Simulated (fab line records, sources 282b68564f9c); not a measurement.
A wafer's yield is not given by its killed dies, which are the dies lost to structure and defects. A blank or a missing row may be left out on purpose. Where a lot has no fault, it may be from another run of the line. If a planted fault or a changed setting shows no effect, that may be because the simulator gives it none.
fab line records -- flow rit-cmos
record lots=7, wafers=21, last-day=7
route steps=202 shown PLDD@122 SPACER@125 NSD@131 M1@202
lots that met no fault: taken from a fault-free run of the same line
start-h: start of the lot's first displayed wafer, in hours after the record's first day -- wait-h: hours elapsed since this lot's preceding step -- " as in the row above -- L1.1+2: a single row standing in for several wafers -- - no value, or no start was given -- * or withheld: withheld -- < > ~ a bound
route shown NAME@n: NAME is a module with steps in the file, n the number in the route of the first one -- usual: average and standard deviation across the fault-free wafers -- same: alike in all rows -- chamber/n: place in a boat -- sites: each site's reading -- _std_site: standard deviation across them -- _edge_site: outer sites' mean less inner sites' -- radius-mm: for every site, how far away it sits from the centre of the wafer -- mask NAME#n: copy n -- behind: the last tool/chamber to shape the wafer -- hold: why the lot went on hold/how many hours it stayed there/how the hold came to an end -- device: whichever transistor did not switch (one of n, p or np) -- end of line: tests of these same wafers at the route's end -- a step without rows: its recipe alone -- killed: count of dies lost to structure and defects at first sort (not the wafer's yield) -- map: a wafer's dies, x killed, . not, _ none there
set.NAME: the setting as run; set.NAME@STEP: as run at that earlier step -- model.NAME: the simulator's own value behind a step, which no gauge read
a table for each step, a row for each wafer; lots at some steps of the route
services: the hour from which a tool's chamber was out of use, counted from the record's first day as start-h (under 0 if before that day), plus the number of hours and why
## steps
# step RIT_PLDD_IMPLANT_08
# recipe species=BF2, energy-kev=20, dose-cm2=9e+14, tilt-deg=7
# step RIT_PLDD_STRIP_09
# recipe chemistry=O2, time-s=180, resist=NOVOLAK, platen-temp-c=withheld, power-w=500, pressure-mtorr=4000, o2-flow-sccm=4000
# usual drypump-motor-current-A=5.8/0.5
lot.wafer,tool,chamber,start-h,wait-h,drypump-motor-current-A,rf-hours-counter-h
L618.1,plasma-asher-03,0,53.52,0.1,6.3,41
L618.3,plasma-asher-03,1,53.52,0.1,5.3,-
L618.6,plasma-asher-03,0,53.52,0.1,6.3,-
L621.2,plasma-asher-03,0,73.13,0.1,6.4,43
L621.3,plasma-asher-03,1,73.13,0.1,5.3,-
L621.5,plasma-asher-03,0,73.13,0.1,6.4,-
L625.3,plasma-asher-03,1,89.67,0.1,5.3,-
L625.4,plasma-asher-03,0,89.67,0.1,6.4,-
L625.5,plasma-asher-03,0,89.67,0.1,6.3,-
L627.2,plasma-asher-01,1,103.94,0.1,6.2,31
L627.3,plasma-asher-01,1,103.94,0.1,6.2,-
L627.5,plasma-asher-01,1,103.94,0.1,6.3,-
L632.2,plasma-asher-04,1,131.05,0.1,5.0,1
L632.4,plasma-asher-04,1,131.05,0.1,5.0,-
L632.5,plasma-asher-04,1,131.05,0.1,5.0,-
L636.4,plasma-asher-03,1,148.76,0.1,5.3,-
L636.5,plasma-asher-03,0,148.76,0.1,6.4,-
L636.6,plasma-asher-03,1,148.76,0.1,5.2,-
L639.3,plasma-asher-03,0,163.36,0.1,6.4,-
L639.5,plasma-asher-03,0,163.36,0.1,6.4,-
L639.6,plasma-asher-03,1,163.36,0.1,5.3,-
# step RIT_PLDD_TW_MEAS_10
# usual PLDD_TW=2339/10
lot.wafer,tool,chamber,start-h,wait-h,PLDD_TW
L618.1,film-metro-03,-,53.69,0.1,2334
L618.3,film-metro-03,-,53.69,0.1,2327
L618.6,film-metro-03,-,53.69,0.1,2325
L621.2,film-metro-04,-,73.31,0.1,2340
L621.3,film-metro-04,-,73.31,0.1,2342
L621.5,film-metro-04,-,73.31,0.1,2346
L625.3,film-metro-04,-,89.81,0.1,2335
L625.4,film-metro-04,-,89.81,0.1,2331
L625.5,film-metro-04,-,89.81,0.1,2342
L627.2,film-metro-03,-,104.12,0.1,2337
L627.3,film-metro-03,-,104.12,0.1,2343
L627.5,film-metro-03,-,104.12,0.1,2342
L632.2,film-metro-03,-,131.24,0.1,2356
L632.4,film-metro-03,-,131.24,0.1,2354
L632.5,film-metro-03,-,131.24,0.1,2351
L636.4,film-metro-02,-,148.91,0.1,2351
L636.5,film-metro-02,-,148.91,0.1,2343
L636.6,film-metro-02,-,148.91,0.1,2349
L639.3,film-metro-04,-,163.49,0.1,2322
L639.5,film-metro-04,-,163.49,0.1,2327
L639.6,film-metro-04,-,163.49,0.1,2312
# step RIT_SPACER_CLEAN_00
# recipe chemistry=SC1, mix=3:3:50, time-s=600, temp-c=75
# step RIT_SPACER_CLEAN_01
# recipe chemistry=dHF, dilution=50:1, time-s=30
# step RIT_SPACER_CLEAN_02
# recipe chemistry=SC2, mix=3:3:50, time-s=600, temp-c=75, dry=n2-spin
# step RIT_SPACER_CVD_03
# recipe material=Si3N4, target-thk-nm=250, temp-c=810, precursor=SiH2Cl2/NH3, time-s=3300, pressure-mtorr=300, sih2cl2-flow-sccm=60, nh3-flow-sccm=150
# step RIT_SPACER_THK_MEAS_04
# recipe reads=Si3N4_of_SPACER_CVD_03
# usual SPACER_NITRIDE_THK=249.9/2.2
lot.wafer,tool,chamber,start-h,wait-h,SPACER_NITRIDE_THK[nm]
L618.1,film-metro-03,-,56.23,0.0,252.5
L618.3,film-metro-03,-,56.23,0.0,250.6
L618.6,film-metro-03,-,56.23,0.0,252.3
L621.2,film-metro-03,-,75.70,0.0,247.5
L621.3,film-metro-03,-,75.70,0.0,249.9
L621.5,film-metro-03,-,75.70,0.0,249.4
L625.3,film-metro-04,-,92.15,0.0,249.8
L625.4,film-metro-04,-,92.15,0.0,250.4
L625.5,film-metro-04,-,92.15,0.0,250.4
L627.2,film-metro-01,-,106.64,0.0,250.1
L627.3,film-metro-01,-,106.64,0.0,249.6
L627.5,film-metro-01,-,106.64,0.0,250.2
L632.2,film-metro-01,-,133.63,0.0,249.8
L632.4,film-metro-01,-,133.63,0.0,248.5
L632.5,film-metro-01,-,133.63,0.0,247.5
L636.4,film-metro-01,-,151.25,0.0,251.2
L636.5,film-metro-01,-,151.25,0.0,251.0
L636.6,film-metro-01,-,151.25,0.0,251.9
L639.3,film-metro-03,-,165.85,0.0,252.1
L639.5,film-metro-03,-,165.85,0.0,251.5
L639.6,film-metro-03,-,165.85,0.0,251.9
# step RIT_SPACER_ETCHBACK_05
# recipe target-depth-a=2500, SF6_flow_sccm=30, CHF3_flow_sccm=30, target=Si3N4, chemistry=SF6/CHF3, pressure-mtorr=40, rf-w=250, time-s=240, stop-on=SiO2
# usual drypump-motor-current-A=5.7/0.42, oes-product-au=0.840/0.013, throttle-valve-pct=10.31/0.18
lot.wafer,tool,chamber,start-h,wait-h,drypump-motor-current-A,oes-product-au,rf-hours-counter-h,throttle-valve-pct
L618.1,rie-diel-01,1,56.29,0.1,6.3,0.839,47,10.37
L618.3,rie-diel-01,2,56.29,0.1,5.5,0.838,22,10.52
L618.6,rie-diel-01,3,56.29,0.1,5.4,0.857,-,10.05
L621.2,rie-diel-03,0,75.75,0.0,5.3,0.846,43,10.62
L621.3,rie-diel-03,1,75.75,0.0,5.6,0.858,159,10.26
L621.5,rie-diel-03,3,75.75,0.0,5.4,0.827,-,10.52
L625.3,rie-diel-01,1,92.19,0.0,6.3,0.826,47,10.36
L625.4,rie-diel-01,0,92.19,0.0,5.3,0.850,4,10.24
L625.5,rie-diel-01,2,92.19,0.0,5.5,0.844,-,10.53
L627.2,rie-diel-01,1,106.69,0.0,6.3,0.828,48,10.35
L627.3,rie-diel-01,0,106.69,0.0,5.3,0.854,4,10.26
L627.5,rie-diel-01,1,106.69,0.0,6.3,0.838,-,10.36
L632.2,rie-diel-04,3,133.68,0.0,6.1,0.844,28,10.14
L632.4,rie-diel-04,2,133.68,0.0,5.4,0.851,1,10.09
L632.5,rie-diel-04,0,133.68,0.0,5.8,0.831,-,10.46
L636.4,rie-diel-04,3,151.28,0.0,6.1,0.856,29,10.12
L636.5,rie-diel-04,3,151.28,0.0,6.1,0.860,-,10.14
L636.6,rie-diel-04,2,151.28,0.0,5.4,0.853,-,10.09
L639.3,rie-diel-03,1,165.89,0.0,5.6,0.846,1,10.26
L639.5,rie-diel-03,2,165.89,0.0,6.1,0.826,-,10.12
L639.6,rie-diel-03,1,165.89,0.0,5.6,0.849,-,10.27
# step RIT_NSD_HMDS_00
# recipe prime-time-s=60, prime-temp-c=140
# step RIT_NSD_COAT_01
# recipe resist=NOVOLAK, spin-rpm=3250, resist-thk-nm=1000
# step RIT_NSD_SOFTBAKE_02
# recipe resist=NOVOLAK, temp-c=90, time-s=60
# step RIT_NSD_EXPOSE_03
# recipe mask-id=M9, na=0.57, target-cd-nm=40700, dose-mj=250
# usual reticle-temp-C=22.99/0.1
lot.wafer,tool,chamber,start-h,wait-h,mask,reticle-temp-C,model.NSD.overlay-x-nm
L618.1,iline-stepper-02,0,56.89,0.1,M9#0,23.12,-1.778
L618.3,iline-stepper-02,0,56.89,0.1,M9#0,23.01,-1.778
L618.6,iline-stepper-02,0,56.89,0.1,M9#0,23.04,-1.778
L621.2,iline-stepper-01,0,76.37,0.1,M9#0,23.01,0.01129
L621.3,iline-stepper-01,0,76.37,0.1,M9#0,22.96,0.01129
L621.5,iline-stepper-01,0,76.37,0.1,M9#0,23.03,0.01129
L625.3,iline-stepper-02,0,92.83,0.1,M9#0,22.92,359.5
L625.4,iline-stepper-02,0,92.83,0.1,M9#0,22.92,359.5
L625.5,iline-stepper-02,0,92.83,0.1,M9#0,22.90,359.5
L627.2,iline-stepper-02,0,107.44,0.2,M9#0,23.11,358.5
L627.3,iline-stepper-02,0,107.44,0.2,M9#0,23.02,358.5
L627.5,iline-stepper-02,0,107.44,0.2,M9#0,22.93,358.5
L632.2,iline-stepper-02,0,134.48,0.2,M9#0,23.07,359.6
L632.4,iline-stepper-02,0,134.48,0.2,M9#0,22.80,359.6
L632.5,iline-stepper-02,0,134.48,0.2,M9#0,23.05,359.6
L636.4,iline-stepper-01,0,152.13,0.2,M9#0,23.14,0.8031
L636.5,iline-stepper-01,0,152.13,0.2,M9#0,22.91,0.8031
L636.6,iline-stepper-01,0,152.13,0.2,M9#0,23.07,0.8031
L639.3,iline-stepper-01,0,166.66,0.2,M9#0,22.89,0.4634
L639.5,iline-stepper-01,0,166.66,0.2,M9#0,23.15,0.4634
L639.6,iline-stepper-01,0,166.66,0.2,M9#0,23.03,0.4634
# step RIT_NSD_PEB_04
# recipe resist=NOVOLAK, temp-c=withheld, time-s=withheld
# step RIT_NSD_DEVELOP_05
# recipe resist=NOVOLAK, develop-time-s=50, dev-temp-c=23
# step RIT_NSD_OVL_MEAS_06
# usual NSD_OVL=-0.8/1.5
lot.wafer,tool,chamber,start-h,wait-h,NSD_OVL[nm]
L618.1,overlay-02,-,57.37,-,-1.7
L618.3,overlay-02,-,57.37,-,-2.9
L618.6,overlay-02,-,57.37,-,-2.7
L621.2,overlay-02,-,76.76,-,0.8
L621.3,overlay-02,-,76.76,-,-1.2
L621.5,overlay-02,-,76.76,-,1.3
L625.3,overlay-02,-,93.46,-,357.5
L625.4,overlay-02,-,93.46,-,358.8
L625.5,overlay-02,-,93.46,-,360.2
L627.2,overlay-01,-,107.82,-,355.4
L627.3,overlay-01,-,107.82,-,355.9
L627.5,overlay-01,-,107.82,-,357.3
L632.2,overlay-01,-,134.87,-,358.2
L632.4,overlay-01,-,134.87,-,359.2
L632.5,overlay-01,-,134.87,-,358.7
L636.4,overlay-02,-,152.49,-,0.7
L636.5,overlay-02,-,152.49,-,0.0
L636.6,overlay-02,-,152.49,-,1.5
L639.3,overlay-01,-,167.07,-,-0.9
L639.5,overlay-01,-,167.07,-,-0.7
L639.6,overlay-01,-,167.07,-,0.9
# step RIT_NSD_HARDBAKE_07
# recipe resist=NOVOLAK, temp-c=140, time-s=60
# step RIT_M1_PROBE_99
# usual killed-at-front-end=7.1/3, killed-dies=7.2/3, killed-open=3.7/2, killed-short=3.5/2
# same gross-dies=264, killed_at_M0_to_M3=0, killed_at_M4_up=0, killed-at-back-side=0, killed-at-contacts=0, killed-at-other=0
lot.wafer,tool,chamber,start-h,wait-h,killed-at-front-end,killed-dies,killed-open,killed-short,model.etest.pmos_0p15.r-on-ohm-um,model.etest.nmos_0p15.r-on-ohm-um,model.etest.nmos_0p15.drive-ua-um,model.etest.pmos_0p15.drive-ua-um,model.etest.npoly-line.line-ohm-um,model.etest.ppoly-line.line-ohm-um,model.etest.npoly-line.width-nm,model.etest.ppoly-line.width-nm
L618.1,prober-01,-,67.67,0.1,5,5,1,4,2809,1118,455.3,248.2,162.9,159.1,103.1,104.5
L618.3,prober-01,-,67.77,0.2,12,12,5,7,2770,1140,466.9,255.6,162.9,158.3,104,104.8
L618.6,prober-01,-,67.92,0.2,7,7,6,1,2712,1111,475.5,260.9,164.2,156.3,103.2,104.5
L621.2,prober-02,-,87.48,0.1,5,5,4,1,2725,1131,468.2,256.6,177.2,170.1,98.86,99.67
L621.3,prober-02,-,87.53,0.2,8,8,3,5,2732,1123,458.6,252.7,172.2,165.6,100.5,100.8
L621.5,prober-02,-,87.63,0.2,3,3,2,1,2730,1116,470.7,256.7,171.2,165.3,98.77,99.31
L625.3,prober-02,-,106.80,0.2,11,11,6,5,2729,1091,487,260.5,170.9,162.8,101.5,102
L625.4,prober-02,-,106.85,0.2,6,6,2,4,2862,1142,466.9,246.7,166.2,159.3,103,104.4
L625.5,prober-02,-,106.90,0.2,7,7,4,3,2816,1122,468.4,249.1,165.4,160.6,103,103.9
L627.2,prober-02,-,118.72,0.1,6,6,1,5,3131,1196,424,222.1,149.6,145.8,110.6,111.8
L627.3,prober-02,-,118.77,0.2,4,4,0,4,2958,1168,446.6,236.2,157,152.6,105.9,105.9
L627.5,prober-02,-,118.87,0.2,12,12,6,6,3028,1177,437.3,229.9,156.9,150.5,106.6,107.9
L632.2,prober-01,-,144.99,0.1,9,9,4,5,2627,1113,474.8,268.8,167.7,163.8,101.1,101.8
L632.4,prober-01,-,145.09,0.2,5,5,3,2,2565,1088,488.9,278.4,169.5,163.5,99.55,100.1
L632.5,prober-01,-,145.14,0.2,3,3,2,1,2742,1143,464,256.6,164.6,160.2,103.8,104
L636.4,prober-01,-,163.79,0.2,4,4,2,2,2715,1084,489.3,259.7,169.9,164.8,99.45,100.3
L636.5,prober-01,-,163.84,0.2,5,5,2,3,2783,1123,486.5,256.8,168.8,163.7,99.78,100.6
L636.6,prober-01,-,163.89,0.2,9,9,4,5,2658,1078,504.5,270.6,173,163.5,98.63,99.46
L639.3,prober-02,-,177.72,0.2,8,8,5,3,2834,1139,448.6,247.2,157.2,150.8,104.9,106.3
L639.5,prober-02,-,177.82,0.2,9,9,4,5,2778,1138,466.8,256.4,161.1,156.9,103.2,104.5
L639.6,prober-02,-,177.87,0.2,6,6,4,2,2758,1106,467.4,253.6,163.5,157,102.6,103.6
# killed by level:class
L618.1 GATE:geometric-particle:short=2 GATE:geometric-particle:open=1 REOX:geometric-particle:short=1 SPACER:geometric-particle:short=1
L618.3 FOX1:geometric-particle:short=2 FOX2:geometric-particle:open=2 SPACER:geometric-particle:open=2 SILICIDE:geometric-particle:short=2 FOX2:geometric-particle:short=1 GATE:geometric-particle:short=1 SPACER:geometric-particle:short=1 SILICIDE:geometric-particle:open=1
L618.6 FOX2:geometric-particle:open=2 GATE:geometric-particle:open=2 REOX:geometric-particle:short=1 FOX1:geometric-particle:open=1 SILICIDE:geometric-particle:open=1
L621.2 GATE:geometric-particle:open=2 FOX2:geometric-particle:open=1 SPACER:geometric-particle:open=1 SPACER:geometric-particle:short=1
L621.3 GATE:geometric-particle:short=2 FOX1:geometric-particle:open=1 FOX1:geometric-particle:short=1 FOX2:geometric-particle:short=1 GATE:geometric-particle:open=1 REOX:geometric-particle:short=1 SILICIDE:geometric-particle:open=1
L621.5 FOX1:geometric-particle:short=1 GATE:geometric-particle:open=1 SPACER:geometric-particle:open=1
L625.3 SPACER:geometric-particle:short=3 GATE:geometric-particle:open=2 FOX1:geometric-particle:open=1 FOX2:geometric-particle:short=1 REOX:geometric-particle:open=1 REOX:geometric-particle:short=1 SPACER:geometric-particle:open=1 SILICIDE:geometric-particle:open=1
L625.4 GATE:geometric-particle:open=2 GATE:geometric-particle:short=2 FOX1:geometric-particle:short=1 SPACER:geometric-particle:short=1
L625.5 GATE:geometric-particle:open=4 FOX1:geometric-particle:short=1 REOX:geometric-particle:short=1 SPACER:geometric-particle:short=1
L627.2 REOX:geometric-particle:short=2 FOX1:geometric-particle:short=1 FOX2:geometric-particle:short=1 REOX:geometric-particle:open=1 SPACER:geometric-particle:short=1
L627.3 SILICIDE:geometric-particle:short=2 GATE:geometric-particle:short=1 SPACER:geometric-particle:short=1
L627.5 GATE:geometric-particle:open=3 GATE:geometric-particle:short=3 FOX1:geometric-particle:open=1 FOX2:geometric-particle:short=1 REOX:geometric-particle:short=1 REOX:geometric-particle:open=1 SPACER:geometric-particle:open=1 SPACER:geometric-particle:short=1
L632.2 GATE:geometric-particle:short=3 GATE:geometric-particle:open=2 FOX2:geometric-particle:open=1 SPACER:geometric-particle:short=1 SILICIDE:geometric-particle:open=1 SILICIDE:geometric-particle:short=1
L632.4 GATE:geometric-particle:open=2 FOX2:geometric-particle:open=1 FOX2:geometric-particle:short=1 GATE:geometric-particle:short=1
L632.5 GATE:geometric-particle:short=1 GATE:geometric-particle:open=1 SILICIDE:geometric-particle:open=1
L636.4 FOX2:geometric-particle:short=2 FOX1:geometric-particle:open=1 SPACER:geometric-particle:open=1
L636.5 ACTIVE:geometric-particle:short=1 FOX1:geometric-particle:open=1 FOX1:geometric-particle:short=1 SPACER:geometric-particle:open=1 SILICIDE:geometric-particle:short=1
L636.6 SPACER:geometric-particle:short=3 FOX1:geometric-particle:open=1 FOX2:geometric-particle:open=1 REOX:geometric-particle:short=1 REOX:geometric-particle:open=1 SPACER:geometric-particle:open=1 SILICIDE:geometric-particle:short=1
L639.3 FOX2:geometric-particle:open=3 GATE:geometric-particle:open=2 FOX2:geometric-particle:short=1 GATE:geometric-particle:short=1 SPACER:geometric-particle:short=1
L639.5 SPACER:geometric-particle:short=3 FOX2:geometric-particle:short=2 FOX1:geometric-particle:open=1 GATE:geometric-particle:open=1 SPACER:geometric-particle:open=1 SILICIDE:geometric-particle:open=1
L639.6 FOX1:geometric-particle:open=1 FOX1:geometric-particle:short=1 FOX2:geometric-particle:short=1 GATE:geometric-particle:open=1 REOX:geometric-particle:open=1 SILICIDE:geometric-particle:open=1
## services
tool,chamber,start-h,hours,kind
iline-stepper-01,-,42.90,2.1,pm
iline-stepper-01,-,44.98,-,consumable-replace:lamp
rie-diel-01,-,64.93,14.6,pm
plasma-asher-03,-,66.92,2.8,pm
iline-stepper-02,-,68.03,1.7,pm
rie-diel-04,2,82.42,-,clean
rie-diel-04,2,82.42,12.5,scheduled-down
rie-diel-04,2,82.42,12.5,vent-cycle
rie-diel-03,2,89.44,15.4,repair
iline-stepper-01,-,93.41,1.7,pm
rie-diel-03,1,104.86,-,clean
rie-diel-03,1,104.86,14.5,scheduled-down
rie-diel-03,1,104.86,14.5,vent-cycle
plasma-asher-04,-,108.75,9.0,pm
plasma-asher-04,0,108.75,9.0,vent-cycle
plasma-asher-04,1,108.75,9.0,vent-cycle
plasma-asher-04,0,117.75,-,clean
plasma-asher-04,1,117.75,-,clean
plasma-asher-04,-,135.51,1.5,repair
iline-stepper-01,-,135.73,3.9,repair
rie-diel-04,-,144.67,1.0,repair
rie-diel-03,-,151.04,14.6,pm
rie-diel-01,2,165.78,1.7,repair
## key
first-sign step=RIT_NSD_OVL_MEAS_06, reading=NSD_OVL, direction=up, sigmas=99+, usual=-0.8, struck=357.9
effect none on later readings
model-effect step=RIT_NSD_EXPOSE_03, value=NSD.overlay-x-nm, without=-0.8046, struck=359.2
model-effect step=RIT_M1_PROBE_99, value=etest.pmos_0p15.r-on-ohm-um, without=2775, struck=2829
met-at RIT_NSD_EXPOSE_03
struck-wafers L625.3,L625.4,L625.5,L627.2,L627.3,L627.5,L632.2,L632.4,L632.5
tester-left-out L625,L627,L632
onset-between 56.89 92.83
fault kind=scanner-matching-overlay, tool=iline-stepper-02, chamber=-, onset-h=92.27, steps=RIT_NSD_EXPOSE_03, offset=360
# tester-left-out: of these lots the tester's yield and bins aren't shown, on N5 and GAA mostly nor the transistor test; their killed dies are dies lost to structure and defects alone, not to doping, threshold or leakage, so they don't give the yield
